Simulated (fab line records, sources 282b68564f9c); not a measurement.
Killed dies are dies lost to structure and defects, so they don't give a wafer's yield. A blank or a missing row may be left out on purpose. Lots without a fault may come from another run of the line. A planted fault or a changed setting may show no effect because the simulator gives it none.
Which tool did it? | flow rit_cmos | 7 lots, 21 wafers sampled, at 1 step of a route of 202

WHAT THE GAUGES READ, wafer by wafer
RIT_ACTIVE_BOW_MEAS_00.
lot  | measured    | on            | INCOMING_BOW (um)
L373 | day 1 15:00 | film_metro-03 | 5 6 10
L375 | day 2 01:00 | film_metro-03 | -7 16 4
L381 | day 3 07:02 | film_metro-03 | 1 1 2
L385 | day 4 03:01 | film_metro-02 | 7 -1 4
L388 | day 4 18:01 | film_metro-03 | 4 -6 1
L393 | day 5 19:00 | film_metro-03 | 3 2 0
L395 | day 6 05:01 | film_metro-02 | 3 -3 0

WHICH TOOL RAN EACH LOT (tool, then ch and the chambers of the sampled wafers, then the start)
The record holds no process step before these readings.

THE ANSWER, worked out from the rows above alone
Rule: what is usual is taken from the lots themselves. Put in order of their means at a reading, lots are off if they are a third of the lots or fewer, leave a main group of 4 or more, and stand apart from it by a gap of 3 or more times the standard deviation of the main group's means; of several such gaps the widest counts. A main group whose means are all the same, to the digits that the tables above print for the reading, isn't used. A lot without any number at a reading at which 4 lots or more have one is off too. The other lots that the step has rows for count as sound.
No lot is off at any reading shown: from this, nothing can be told.

WHAT THE SIMULATOR HAD PUT IN
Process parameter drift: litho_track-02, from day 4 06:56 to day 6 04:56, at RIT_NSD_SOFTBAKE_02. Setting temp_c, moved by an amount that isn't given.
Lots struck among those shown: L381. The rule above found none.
